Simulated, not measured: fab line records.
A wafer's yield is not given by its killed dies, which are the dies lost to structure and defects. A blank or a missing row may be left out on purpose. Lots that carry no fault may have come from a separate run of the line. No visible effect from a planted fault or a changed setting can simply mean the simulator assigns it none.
The tool behind it: which one? || flow berkeley_cmos170 || Sampling: 15 lots, 45 wafers, 5 of 331 route steps

## WHAT EACH GAUGE READ, for each wafer
UCB170_ACTIVE_THK_MEAS_03. Usual: for ACTIVE_OXIDE_THK the level is 26.4 nm and the standard deviation is 0.56.
{"lot": "L218", "measured": "day 3 22:17", "on": "film_metro-01", "ACTIVE_OXIDE_THK (nm)": "27.0 26.6 27.3", "flag": ""}
{"lot": "L217", "measured": "day 3 22:18", "on": "film_metro-04", "ACTIVE_OXIDE_THK (nm)": "26.9 26.7 26.7", "flag": ""}
{"lot": "L221", "measured": "day 4 07:32", "on": "film_metro-04", "ACTIVE_OXIDE_THK (nm)": "26.7 26.6 26.8", "flag": ""}
{"lot": "L222", "measured": "day 4 20:52", "on": "film_metro-04", "ACTIVE_OXIDE_THK (nm)": "25.5 26.0 25.5", "flag": ""}
{"lot": "L223", "measured": "day 5 06:53", "on": "film_metro-03", "ACTIVE_OXIDE_THK (nm)": "25.7 25.4 25.9", "flag": ""}
{"lot": "L224", "measured": "day 5 14:29", "on": "film_metro-04", "ACTIVE_OXIDE_THK (nm)": "26.3 27.0 26.9", "flag": ""}
{"lot": "L226", "measured": "day 5 20:00", "on": "film_metro-04", "ACTIVE_OXIDE_THK (nm)": "26.2 25.6 25.5", "flag": ""}
{"lot": "L227", "measured": "day 5 20:00", "on": "film_metro-01", "ACTIVE_OXIDE_THK (nm)": "26.4 26.6 26.4", "flag": ""}
{"lot": "L225", "measured": "day 5 20:02", "on": "film_metro-03", "ACTIVE_OXIDE_THK (nm)": "25.7 26.2 26.3", "flag": ""}
{"lot": "L228", "measured": "day 6 05:04", "on": "film_metro-03", "ACTIVE_OXIDE_THK (nm)": "25.9 26.3 25.7", "flag": ""}
{"lot": "L229", "measured": "day 6 17:56", "on": "film_metro-04", "ACTIVE_OXIDE_THK (nm)": "26.6 26.8 27.1", "flag": ""}
{"lot": "L233", "measured": "day 7 11:17", "on": "film_metro-03", "ACTIVE_OXIDE_THK (nm)": "25.9 25.8 25.9", "flag": ""}
{"lot": "L235", "measured": "day 7 15:19", "on": "film_metro-01", "ACTIVE_OXIDE_THK (nm)": "27.6 27.3 27.3", "flag": ""}
{"lot": "L238", "measured": "day 7 17:03", "on": "film_metro-03", "ACTIVE_OXIDE_THK (nm)": "27.4 26.7 27.1", "flag": ""}
{"lot": "L236", "measured": "day 7 17:04", "on": "film_metro-01", "ACTIVE_OXIDE_THK (nm)": "25.7 25.1 25.8", "flag": ""}

UCB170_CONTACT_OVL_MEAS_16. Usual: for CONTACT_OVL the level is -1 nm and the standard deviation is 6.3.
{"lot": "L218", "measured": "day 7 10:38", "on": "overlay-01", "CONTACT_OVL (nm)": "-10 2 6", "flag": ""}
{"lot": "L217", "measured": "day 7 11:09", "on": "overlay-02", "CONTACT_OVL (nm)": "-8 5 -6", "flag": ""}
{"lot": "L221", "measured": "day 7 10:54", "on": "overlay-01", "CONTACT_OVL (nm)": "-1 3 8", "flag": ""}
{"lot": "L222", "measured": "day 7 23:37", "on": "overlay-01", "CONTACT_OVL (nm)": "-8 -3 0", "flag": ""}
{"lot": "L223", "measured": "day 8 08:44", "on": "overlay-01", "CONTACT_OVL (nm)": "6 4 3", "flag": ""}
{"lot": "L224", "measured": "day 9 05:29", "on": "overlay-02", "CONTACT_OVL (nm)": "4 0 2", "flag": ""}
{"lot": "L226", "measured": "day 9 04:15", "on": "overlay-02", "CONTACT_OVL (nm)": "3 2 14", "flag": ""}
{"lot": "L227", "measured": "day 9 05:45", "on": "overlay-01", "CONTACT_OVL (nm)": "2 5 2", "flag": ""}
{"lot": "L225", "measured": "day 9 03:32", "on": "overlay-02", "CONTACT_OVL (nm)": "-8 -6 0", "flag": ""}
{"lot": "L228", "measured": "day 9 05:55", "on": "overlay-02", "CONTACT_OVL (nm)": "-13 -10 -10", "flag": ""}
{"lot": "L229", "measured": "day 10 08:15", "on": "overlay-02", "CONTACT_OVL (nm)": "262 268 266 261 268 262", "flag": "OFF"}
{"lot": "L233", "measured": "day 10 08:32", "on": "overlay-01", "CONTACT_OVL (nm)": "-10 -2 -4", "flag": ""}
{"lot": "L235", "measured": "day 10 19:29", "on": "overlay-02", "CONTACT_OVL (nm)": "267 271 267 267 267 263", "flag": "OFF"}
{"lot": "L238", "measured": "day 10 23:10", "on": "overlay-01", "CONTACT_OVL (nm)": "245 262 253 245 259 253", "flag": "OFF"}
{"lot": "L236", "measured": "day 10 19:02", "on": "overlay-01", "CONTACT_OVL (nm)": "-4 -3 -3", "flag": ""}

UCB170_V2_BOW_MEAS_03. Usual: for V2_BOW the level is 39 um and the standard deviation is 6.9.
{"lot": "L218", "measured": "day 7 22:37", "on": "film_metro-02", "V2_BOW (um)": "29 34 34", "flag": ""}
{"lot": "L217", "measured": "day 7 23:11", "on": "film_metro-01", "V2_BOW (um)": "45 32 44", "flag": ""}
{"lot": "L221", "measured": "day 7 22:56", "on": "film_metro-01", "V2_BOW (um)": "37 48 49", "flag": ""}
{"lot": "L222", "measured": "day 8 11:59", "on": "film_metro-04", "V2_BOW (um)": "41 34 38", "flag": ""}
{"lot": "L223", "measured": "day 9 01:43", "on": "film_metro-02", "V2_BOW (um)": "44 24 45", "flag": ""}
{"lot": "L224", "measured": "day 9 18:33", "on": "film_metro-02", "V2_BOW (um)": "42 38 41", "flag": ""}
{"lot": "L226", "measured": "day 9 15:36", "on": "film_metro-02", "V2_BOW (um)": "34 26 41", "flag": ""}
{"lot": "L227", "measured": "day 9 18:40", "on": "film_metro-01", "V2_BOW (um)": "31 43 29", "flag": ""}
{"lot": "L225", "measured": "day 9 16:13", "on": "film_metro-02", "V2_BOW (um)": "36 43 50", "flag": ""}
{"lot": "L228", "measured": "day 9 19:07", "on": "film_metro-01", "V2_BOW (um)": "37 46 50", "flag": ""}
{"lot": "L233", "measured": "day 10 22:53", "on": "film_metro-02", "V2_BOW (um)": "35 43 47", "flag": ""}
{"lot": "L236", "measured": "day 11 07:30", "on": "film_metro-02", "V2_BOW (um)": "41 41 44", "flag": ""}

## WHICH TOOL RAN EACH LOT (tool, then ch and the chambers of the sampled wafers, then the start)
{"lot": "L218", "UCB170_CONTACT_EXPOSE_12": "krf_scanner-02 ch 0, day 7 09:57", "UCB170_CONTACT_ETCH_17": "rie_diel-01 ch 0,1, day 7 10:40"}
{"lot": "L217", "UCB170_CONTACT_EXPOSE_12": "krf_scanner-02 ch 0, day 7 10:39", "UCB170_CONTACT_ETCH_17": "rie_diel-01 ch 0,2,3, day 7 11:11"}
{"lot": "L221", "UCB170_CONTACT_EXPOSE_12": "krf_scanner-01 ch 0, day 7 10:23", "UCB170_CONTACT_ETCH_17": "rie_diel-02 ch 0,1,3, day 7 10:56"}
{"lot": "L222", "UCB170_CONTACT_EXPOSE_12": "krf_scanner-02 ch 0, day 7 23:07", "UCB170_CONTACT_ETCH_17": "rie_diel-02 ch 0,1,2, day 7 23:38"}
{"lot": "L223", "UCB170_CONTACT_EXPOSE_12": "krf_scanner-01 ch 0, day 8 08:14", "UCB170_CONTACT_ETCH_17": "rie_diel-04 ch 0,1,3, day 8 08:47"}
{"lot": "L224", "UCB170_CONTACT_EXPOSE_12": "krf_scanner-01 ch 0, day 9 04:50", "UCB170_CONTACT_ETCH_17": "rie_diel-02 ch 2,3, day 9 05:31"}
{"lot": "L226", "UCB170_CONTACT_EXPOSE_12": "krf_scanner-01 ch 0, day 9 03:28", "UCB170_CONTACT_ETCH_17": "rie_diel-04 ch 1,2,3, day 9 04:17"}
{"lot": "L227", "UCB170_CONTACT_EXPOSE_12": "krf_scanner-01 ch 0, day 9 05:05", "UCB170_CONTACT_ETCH_17": "rie_diel-04 ch 0,3, day 9 05:47"}
{"lot": "L225", "UCB170_CONTACT_EXPOSE_12": "krf_scanner-02 ch 0, day 9 03:04", "UCB170_CONTACT_ETCH_17": "rie_diel-02 ch 0,2,3, day 9 03:34"}
{"lot": "L228", "UCB170_CONTACT_EXPOSE_12": "krf_scanner-02 ch 0, day 9 05:25", "UCB170_CONTACT_ETCH_17": "rie_diel-01 ch 1,3, day 9 05:57"}
{"lot": "L229", "UCB170_CONTACT_EXPOSE_12": "krf_scanner-01 ch 0, day 10 07:44", "UCB170_CONTACT_ETCH_17": "-"}
{"lot": "L233", "UCB170_CONTACT_EXPOSE_12": "krf_scanner-02 ch 0, day 10 07:59", "UCB170_CONTACT_ETCH_17": "rie_diel-02 ch 0,2, day 10 08:34"}
{"lot": "L235", "UCB170_CONTACT_EXPOSE_12": "krf_scanner-01 ch 0, day 10 18:54", "UCB170_CONTACT_ETCH_17": "-"}
{"lot": "L238", "UCB170_CONTACT_EXPOSE_12": "krf_scanner-01 ch 0, day 10 22:40", "UCB170_CONTACT_ETCH_17": "-"}
{"lot": "L236", "UCB170_CONTACT_EXPOSE_12": "krf_scanner-02 ch 0, day 10 18:22", "UCB170_CONTACT_ETCH_17": "rie_diel-01 ch 0,2,3, day 10 19:04"}
- UCB170_CONTACT_EXPOSE_12: exposes mask CONT, target cd 700 nm.
- UCB170_CONTACT_ETCH_17: etches BARC in N2/H2.

## AS READ BY THE TOOLS THEMSELVES (means over the sampled wafers that have a number; for cases with no such wafer, the mark the record gives instead)
UCB170_CONTACT_ETCH_17. Usual: drypump_motor_current_A 5.7 A, standard deviation 0.49; oes_product_au 1.001 a.u., standard deviation 0.016; throttle_valve_pct 13.28 %, standard deviation 0.19.
{"lot": "L218", "tool": "rie_diel-01", "drypump_motor_current_A (A)": 5.0, "oes_product_au (a.u.)": 0.990, "throttle_valve_pct (%)": 13.10, "flag": ""}
{"lot": "L217", "tool": "rie_diel-01", "drypump_motor_current_A (A)": 5.4, "oes_product_au (a.u.)": 0.985, "throttle_valve_pct (%)": 13.40, "flag": ""}
{"lot": "L221", "tool": "rie_diel-02", "drypump_motor_current_A (A)": 5.8, "oes_product_au (a.u.)": 0.988, "throttle_valve_pct (%)": 13.31, "flag": ""}
{"lot": "L222", "tool": "rie_diel-02", "drypump_motor_current_A (A)": 5.7, "oes_product_au (a.u.)": 0.997, "throttle_valve_pct (%)": 13.20, "flag": ""}
{"lot": "L223", "tool": "rie_diel-04", "drypump_motor_current_A (A)": 5.7, "oes_product_au (a.u.)": 1.009, "throttle_valve_pct (%)": 13.18, "flag": ""}
{"lot": "L224", "tool": "rie_diel-02", "drypump_motor_current_A (A)": 5.8, "oes_product_au (a.u.)": 0.996, "throttle_valve_pct (%)": 13.15, "flag": ""}
{"lot": "L226", "tool": "rie_diel-04", "drypump_motor_current_A (A)": 6.1, "oes_product_au (a.u.)": 1.025, "throttle_valve_pct (%)": 13.20, "flag": ""}
{"lot": "L227", "tool": "rie_diel-04", "drypump_motor_current_A (A)": 5.6, "oes_product_au (a.u.)": 1.005, "throttle_valve_pct (%)": 13.24, "flag": ""}
{"lot": "L225", "tool": "rie_diel-02", "drypump_motor_current_A (A)": 5.7, "oes_product_au (a.u.)": 0.993, "throttle_valve_pct (%)": 13.19, "flag": ""}
{"lot": "L228", "tool": "rie_diel-01", "drypump_motor_current_A (A)": 5.5, "oes_product_au (a.u.)": 0.992, "throttle_valve_pct (%)": 13.33, "flag": ""}
{"lot": "L233", "tool": "rie_diel-02", "drypump_motor_current_A (A)": 5.6, "oes_product_au (a.u.)": 1.000, "throttle_valve_pct (%)": 13.08, "flag": ""}
{"lot": "L236", "tool": "rie_diel-01", "drypump_motor_current_A (A)": 5.4, "oes_product_au (a.u.)": 0.987, "throttle_valve_pct (%)": 13.39, "flag": ""}

## THE ANSWER, worked out from the rows above alone
Rule: lot off if the mean of its wafers having a number is beyond 3 standard deviations from the usual mean. Also off: a lot with no number at a reading for which 4 or more lots have one. Where the step has rows for the other lots, those lots are counted as sound. First the gauges in route order, then the tools' own readings, where a lot's mean is used as printed above. The first step at which some lot is off is used, and at that step the reading that is off furthest; a lot without a number counts as furthest.
Off: L229, L235, L238, at UCB170_CONTACT_OVL_MEAS_16 (CONTACT_OVL).
A tool fits if, at a process step before that reading, it ran every lot that is off, and no sound lot after the first of them. Gauges at UCB170_CONTACT_OVL_MEAS_16: tried the same way as those tools. One fits: UCB170_CONTACT_EXPOSE_12 on krf_scanner-01. A fault onset in the window from L227 (day 9 05:05, its last sound lot) to L229 (day 10 07:44, its first lot off) fits.

## WHAT THE SIMULATOR HAD INSERTED
Scanner matching overlay: krf_scanner-01, from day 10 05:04 on, at UCB170_CONTACT_EXPOSE_12. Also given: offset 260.
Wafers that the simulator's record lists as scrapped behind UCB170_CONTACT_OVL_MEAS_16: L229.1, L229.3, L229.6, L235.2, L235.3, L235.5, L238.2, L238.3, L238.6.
Lots struck among those shown: L229, L235, L238. Same finding as the rule above.
